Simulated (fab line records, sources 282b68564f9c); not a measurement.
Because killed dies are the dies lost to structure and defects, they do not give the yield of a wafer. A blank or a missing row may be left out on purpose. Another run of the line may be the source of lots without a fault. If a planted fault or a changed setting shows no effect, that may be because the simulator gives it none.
fab line records | flow ritCmos | part 2 of 2: steps 36 to 50 of 50
record: lots: 5 wafers: 15 lastDay: 7
route steps=202 shown PRETRO@66 GATE@75 FOX2@80 REOX@98 NLDD@103 PLDD@114
lots that met no fault: from a run of the same line without faults
startH: the number of hours between the record's first day and the start of the first shown wafer of the lot | waitH: hours elapsed since this lot's preceding step | " identical to the entry in the row above | L1.1+2: a single row standing in for several wafers | - no value, or no start was given | * or withheld: withheld | < > ~ a bound
route shown NAME@n: NAME is a module with steps in the file, n the number in the route of the first one | usual: average and standard deviation across the fault-free wafers | same: alike in all rows | chamber/n: place in a boat | sites: per-site readings | _std_site: their standard deviation | _edge_site: the outer-site mean with the inner-site mean subtracted | radiusMm: for every site, how far away it sits from the centre of the wafer | mask NAME#n: copy n | behind: tool/chamber where the wafer was last shaped | hold: why the lot went on hold/how many hours it stayed there/how the hold came to an end | device: which transistor (n, p or np) failed to switch | end of line: the same wafers' tests at the end of the route | a step without rows: its recipe alone | killed: dies that structure and defects cost at the first sort, which is not the same as the wafer's yield | map: dies across one wafer; x = killed, . = not, _ = none there
set.NAME: the run value of the setting; set.NAME@STEP: its run value at that earlier step | model.NAME: the simulator's own value behind a step, which no gauge read
lots at selected steps of the route; one table per step, one row per wafer
services: the hour from which a tool's chamber was out of use, counted from the record's first day as startH (under 0 if before that day), plus the number of hours and why
== steps ==
step: RIT_REOX_OXIDATION_03
recipe: tempC: 900 ambient: O2 targetThkA: 252 oxTimeS: 5580
usual: oxTempC: 900.0/0.39 zonePowerSourcePct: 25.8/2.9
same: oxTimeS: 5580
columns lot.wafer tool chamber startH waitH oxTempC zonePowerSourcePct
L077.3 furnace-02 0 54.89 0.2 899.6 27.3
L077.4 " 0 " " 898.9 28.0
L077.6 " 0 " " 899.4 27.9
L086.2 furnace-04 0 97.87 0.1 899.3 23.0
L086.3 " 0 " " 900.1 23.2
L086.5 " 0 " " 899.8 23.0
L089.1 furnace-02 0 113.35 1.3 900.5 28.2
L089.2 " 0 " " 900.2 28.1
L089.5 " 0 " " 899.6 27.4
L091.1 furnace-04 0 122.22 0.0 899.9 22.5
L091.2 " 0 " " 900.1 23.0
L091.4 " 0 " " 899.4 22.7
L096.2 furnace-03 0 147.53 0.0 899.8 28.9
L096.4 " 0 " " 899.7 28.7
L096.6 " 0 " " 899.7 29.1
step: RIT_REOX_THK_MEAS_04
recipe: reads: SiO2_of_REOX_OXIDATION_03
usual: REOX_OXIDE_THK: 25.3/0.49
columns lot.wafer tool chamber startH waitH REOX_OXIDE_THK[nm]
L077.3 filmMetro-02 - 57.46 0.0 24.9
L077.4 " - " " 24.7
L077.6 " - " " 25.0
L086.2 filmMetro-03 - 100.43 0.0 25.9
L086.3 " - " " 25.6
L086.5 " - " " 25.9
L089.1 filmMetro-04 - 115.90 0.0 24.7
L089.2 " - " " 25.1
L089.5 " - " " 25.1
L091.1 filmMetro-03 - 124.77 0.0 25.5
L091.2 " - " " 25.4
L091.4 " - " " 25.8
L096.2 filmMetro-02 - 150.09 0.0 24.4
L096.4 " - " " 24.4
L096.6 " - " " 25.0
step: RIT_NLDD_HMDS_00
recipe: primeTimeS: 60 primeTempC: 140
columns lot.wafer tool chamber startH waitH
L077.3+4+6 lithoTrack-03 0 57.59 0.1
L086.2+3+5 lithoTrack-01 0 100.51 0.1
L089.1+2+5 lithoTrack-02 0 115.96 0.1
L091.1+2+4 lithoTrack-02 0 124.83 0.1
L096.2+4+6 lithoTrack-02 0 150.16 0.1
step: RIT_NLDD_COAT_01
recipe: resist: NOVOLAK spinRpm: 3250 resistThkNm: 1000
columns lot.wafer tool chamber startH waitH
L077.3+4+6 lithoTrack-03 0 57.74 0.1
L086.2+3+5 lithoTrack-01 0 100.66 0.1
L089.1+2+5 lithoTrack-02 0 116.11 0.1
L091.1+2+4 lithoTrack-02 0 124.98 0.1
L096.2+4+6 lithoTrack-02 0 150.31 0.1
step: RIT_NLDD_SOFTBAKE_02
recipe: resist: NOVOLAK tempC: 90 timeS: 60
columns lot.wafer tool chamber startH waitH
L077.3+4+6 lithoTrack-03 0 57.89 0.1
L086.2+3+5 lithoTrack-01 0 100.81 0.1
L089.1+2+5 lithoTrack-02 0 116.26 0.1
L091.1+2+4 lithoTrack-02 0 125.13 0.1
L096.2+4+6 lithoTrack-02 0 150.46 0.1
step: RIT_NLDD_EXPOSE_03
recipe: maskId: M7 na: 0.57 targetCdNm: 40700 doseMj: 250
same: na: 0.57
columns lot.wafer tool chamber startH waitH mask
L077.3+4+6 ilineStepper-01 0 58.15 0.2 M7#0
L086.2+3+5 ilineStepper-01 0 100.96 0.1 M7#0
L089.1+2+5 ilineStepper-01 0 116.41 0.1 M7#0
L091.1+2+4 ilineStepper-02 0 125.28 0.1 M7#0
L096.2+4+6 ilineStepper-02 0 150.61 0.1 M7#0
step: RIT_NLDD_PEB_04
recipe: resist: NOVOLAK tempC: withheld timeS: withheld
columns lot.wafer tool chamber startH waitH
L077.3+4+6 lithoTrack-03 0 58.28 0.1
L086.2+3+5 lithoTrack-01 0 101.08 0.1
L089.1+2+5 lithoTrack-03 0 116.53 0.1
L091.1+2+4 lithoTrack-02 0 125.39 0.1
L096.2+4+6 lithoTrack-01 0 150.78 0.2
step: RIT_NLDD_DEVELOP_05
recipe: resist: NOVOLAK developTimeS: 50 devTempC: 23
columns lot.wafer tool chamber startH waitH
L077.3+4+6 lithoTrack-03 0 - -
L086.2+3+5 lithoTrack-01 0 - -
L089.1+2+5 lithoTrack-03 0 - -
L091.1+2+4 lithoTrack-02 0 - -
L096.2+4+6 lithoTrack-01 0 - -
step: RIT_NLDD_OVL_MEAS_06
usual: NLDD_OVL: -1.1/1.2
columns lot.wafer tool chamber startH waitH NLDD_OVL[nm]
L077.3 overlay-01 - 58.53 - -1.4
L077.4 " - " " -2.0
L077.6 " - " " -0.5
L086.2 overlay-02 - 101.34 - -1.1
L086.3 " - " " -2.1
L086.5 " - " " -2.3
L089.1 overlay-02 - 116.81 - -3.1
L089.2 " - " " -0.8
L089.5 " - " " -0.8
L091.1 overlay-01 - 125.68 - -1.0
L091.2 " - " " -1.3
L091.4 " - " " -0.2
L096.2 overlay-01 - 151.05 - 1.0
L096.4 " - " " 0.6
L096.6 " - " " -0.5
step: RIT_NLDD_HARDBAKE_07
recipe: resist: NOVOLAK tempC: 140 timeS: 60
columns lot.wafer tool chamber startH waitH
L077.3+4+6 lithoTrack-02 0 58.60 0.1
L086.2+3+5 lithoTrack-01 0 101.40 0.0
L089.1+2+5 lithoTrack-03 0 116.85 0.0
L091.1+2+4 lithoTrack-01 0 125.71 0.0
L096.2+4+6 lithoTrack-01 0 151.10 0.0
step: RIT_NLDD_IMPLANT_08
recipe: species: P energyKev: 20 doseCm2: 5e+14 tiltDeg: 7
same: implantIonAmu: 31
columns lot.wafer tool chamber startH waitH
L077.3+4+6 implanter-03 0 58.75 0.1
L086.2+3+5 implanter-01 0 101.55 0.1
L089.1+2+5 implanter-02 0 117.00 0.1
L091.1+2+4 implanter-02 0 125.86 0.1
L096.2+4+6 implanter-02 0 151.25 0.1
step: RIT_NLDD_STRIP_09
recipe: chemistry: O2 timeS: 180 resist: NOVOLAK platenTempC: withheld powerW: 500 pressureMtorr: 4000 o2FlowSccm: 4000
usual: drypumpMotorCurrentA: 6.1/0.33
columns lot.wafer tool chamber startH waitH drypumpMotorCurrentA rfHoursCounterH
L077.3 plasmaAsher-03 1 58.91 0.1 5.6 -
L077.4 " 0 " " 5.7 -
L077.6 " 0 " " 5.7 -
L086.2 plasmaAsher-03 0 101.67 0.1 5.7 31
L086.3 " 0 " " 5.7 -
L086.5 " 1 " " 5.7 -
L089.1 plasmaAsher-02 1 117.15 0.1 6.3 46
L089.2 " 0 " " 6.3 46
L089.5 " 1 " " 6.3 -
L091.1 plasmaAsher-02 0 126.01 0.1 6.4 47
L091.2 " 1 " " 6.3 47
L091.4 " 1 " " 6.3 -
L096.2 plasmaAsher-03 0 151.38 0.1 5.7 38
L096.4 " 1 " " 5.6 -
L096.6 " 1 " " 5.6 -
step: RIT_NLDD_TW_MEAS_10
usual: NLDD_TW: 2488/21
columns lot.wafer tool chamber startH waitH NLDD_TW
L077.3 filmMetro-02 - 59.05 0.1 2513
L077.4 " - " " 2498
L077.6 " - " " 2510
L086.2 filmMetro-01 - 101.86 0.1 2466
L086.3 " - " " 2453
L086.5 " - " " 2464
L089.1 filmMetro-01 - 117.32 0.1 2462
L089.2 " - " " 2457
L089.5 " - " " 2460
L091.1 filmMetro-03 - 126.19 0.1 2496
L091.2 " - " " 2493
L091.4 " - " " 2490
L096.2 filmMetro-01 - 151.56 0.1 2477
L096.4 " - " " 2471
L096.6 " - " " 2471
step: RIT_PLDD_HMDS_00
recipe: primeTimeS: 60 primeTempC: 140
columns lot.wafer tool chamber startH waitH
L077.3+4+6 lithoTrack-04 0 59.14 0.1
L086.2+3+5 lithoTrack-02 0 101.93 0.1
L089.1+2+5 lithoTrack-01 0 117.38 0.1
L091.1+2+4 lithoTrack-02 0 126.26 0.1
L096.2+4+6 lithoTrack-02 0 151.64 0.1
step: RIT_PLDD_COAT_01
recipe: resist: NOVOLAK spinRpm: 3250 resistThkNm: 1000
columns lot.wafer tool chamber startH waitH
L077.3+4+6 lithoTrack-04 0 59.29 0.1
L086.2+3+5 lithoTrack-02 0 102.08 0.1
L089.1+2+5 lithoTrack-01 0 117.53 0.1
L091.1+2+4 lithoTrack-02 0 126.41 0.1
L096.2+4+6 lithoTrack-02 0 151.79 0.1
== services ==
columns tool chamber startH hours kind
furnace-03 - 28.27 2.6 pm
ilineStepper-01 - 44.04 4.4 pm
rieSi-01 2 49.87 1.8 repair
ilineStepper-02 - 50.04 5.8 repair
lpcvd-02 - 56.49 4.3 pm
rieSi-02 3 60.33 - clean
rieSi-02 3 60.33 28.1 scheduledDown
rieSi-02 3 60.33 28.1 ventCycle
furnace-04 - 62.22 2.5 pm
ilineStepper-02 0 62.32 - calibration
implanter-01 - 83.52 4.2 pm
rieSi-02 1 90.28 1.9 repair
furnace-02 - 91.55 2.2 pm
rieSi-02 1 98.12 23.4 repair
plasmaAsher-01 - 106.44 15.6 pm
ilineStepper-01 0 107.33 - calibration
lpcvd-01 - 111.01 1.0 repair
ilineStepper-02 - 111.03 2.4 repair
rieSi-01 - 120.46 2.8 pm
furnace-01 - 131.83 3.2 pm
plasmaAsher-01 - 131.99 10.1 repair
rieSi-02 2 142.98 3.7 repair
rieSi-02 2 146.71 - clean
rieSi-02 2 146.71 17.2 scheduledDown
